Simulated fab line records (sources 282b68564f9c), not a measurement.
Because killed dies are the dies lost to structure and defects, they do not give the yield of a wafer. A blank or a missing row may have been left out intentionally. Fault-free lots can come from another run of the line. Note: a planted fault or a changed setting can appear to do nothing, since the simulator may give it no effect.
Check for tools in common + flow rit cmos + 14 lots, 42 wafers sampled

== REASON FOR OPENING ==
Flagged at RIT_ACTIVE_CD_MEAS_11: reading cd nm, on 2 of 14 lots. Fault-free wafers read 1399.2 nm, with a standard deviation of 3.
Rule: a lot is flagged in two cases, either no wafer of it has a number, or all its wafers with numbers fall more than 4 standard deviations from that mean. All remaining lots are regarded as sound.

| lot  | measured    | on        | cd nm (nm), wafer by wafer | flag    |
|------|-------------|-----------|----------------------------|---------|
| L672 | day 1 20:59 | cd sem-01 | 1397.8 1395.9 1397.8       |         |
| L673 | day 2 02:01 | cd sem-02 | 1395.2 1394.9 1397.8       |         |
| L674 | day 2 05:35 | cd sem-01 | 1391.9 1394.8 1394.4       |         |
| L675 | day 2 10:30 | cd sem-01 | 1399.4 1396.8 1396.2       |         |
| L676 | day 2 15:36 | cd sem-01 | 1404.8 1403.4 1404.4       |         |
| L677 | day 2 21:39 | cd sem-02 | 1400.4 1400.6 1402.0       |         |
| L678 | day 3 01:26 | cd sem-02 | 1399.9 1400.0 1399.7       |         |
| L679 | day 3 08:52 | cd sem-01 | 1401.8 1401.1 1401.8       |         |
| L680 | day 3 11:42 | cd sem-02 | 1404.1 1402.1 1401.7       |         |
| L683 | day 4 04:36 | cd sem-01 | 1328.0 1327.4 1326.7       | FLAGGED |
| L685 | day 4 13:02 | cd sem-01 | 1328.0 1331.3 1329.0       | FLAGGED |
| L688 | day 5 04:37 | cd sem-02 | 1403.5 1405.1 1401.9       |         |
| L691 | day 5 20:14 | cd sem-02 | 1397.4 1396.5 1396.0       |         |
| L694 | day 6 09:26 | cd sem-01 | 1403.8 1404.2 1403.4       |         |
The numbers of the flagged lots are 1328.4 nm on average: -70.8 nm against the usual, or -24 standard deviations.

== LOT BY LOT: THE TOOL USED ==
The record keeps 1 process step preceding the reading, out of 202 steps on the route. Every cell lists first the tool, next ch and the chambers used by the sampled wafers, and last the start.
| lot  | flag    | RIT_ACTIVE_COAT_06               |
|------|---------|----------------------------------|
| L672 |         | litho track-04 ch 0, day 1 20:17 |
| L673 |         | litho track-01 ch 0, day 2 01:11 |
| L674 |         | litho track-01 ch 0, day 2 04:46 |
| L675 |         | litho track-03 ch 0, day 2 09:48 |
| L676 |         | litho track-04 ch 0, day 2 14:47 |
| L677 |         | litho track-04 ch 0, day 2 20:50 |
| L678 |         | litho track-04 ch 0, day 3 00:44 |
| L679 |         | litho track-01 ch 0, day 3 08:03 |
| L680 |         | litho track-01 ch 0, day 3 10:52 |
| L683 | FLAGGED | litho track-04 ch 0, day 4 03:46 |
| L685 | FLAGGED | litho track-04 ch 0, day 4 12:12 |
| L688 |         | litho track-03 ch 0, day 5 03:47 |
| L691 |         | litho track-03 ch 0, day 5 19:20 |
| L694 |         | litho track-03 ch 0, day 6 08:44 |
What these steps do:
- RIT_ACTIVE_COAT_06: resist thk 1000 nm.
- RIT_ACTIVE_CD_MEAS_11: target cd 1400 nm.

== FLAGGED AGAINST TOTAL, ONE TOOL AT A TIME (gauges that did the reading follow at the end) ==
| step                  | tool           | lots run | flagged | share of the flagged lots | sound lots run after its first flagged lot |
|-----------------------|----------------|----------|---------|---------------------------|--------------------------------------------|
| RIT_ACTIVE_COAT_06    | litho track-01 | 4        | 0       | none                      | -                                          |
| RIT_ACTIVE_COAT_06    | litho track-03 | 4        | 0       | none                      | -                                          |
| RIT_ACTIVE_COAT_06    | litho track-04 | 6        | 2       | all                       | 0                                          |
| RIT_ACTIVE_CD_MEAS_11 | cd sem-01      | 8        | 2       | all                       | 1 (L694)                                   |
| RIT_ACTIVE_CD_MEAS_11 | cd sem-02      | 6        | 0       | none                      | -                                          |

== WHAT IS ALLOWED BY THE TABLE ==
Rows of the table that ran all the flagged lots, 2 in number: litho track-04 at RIT_ACTIVE_COAT_06; cd sem-01 at RIT_ACTIVE_CD_MEAS_11.
- litho track-04 at RIT_ACTIVE_COAT_06 ran 6 lots, 2 of them flagged. Last sound lot L678 at day 3 00:44, first flagged lot L683 at day 4 03:46; a fault beginning in between fits.
- cd sem-01 at RIT_ACTIVE_CD_MEAS_11 ran 8 lots, 2 of them flagged. Sound lots followed the first flagged one (L694) on it, something a lasting fault affecting the whole tool could not allow.
One tool is left: litho track-04 at RIT_ACTIVE_COAT_06.

== WHAT THE SIMULATOR HAD PUT IN ==
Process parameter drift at RIT_ACTIVE_COAT_06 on litho track-04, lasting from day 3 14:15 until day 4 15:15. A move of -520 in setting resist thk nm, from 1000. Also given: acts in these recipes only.
Struck lots among those shown: L683, L685. This agrees with what the rule above found.
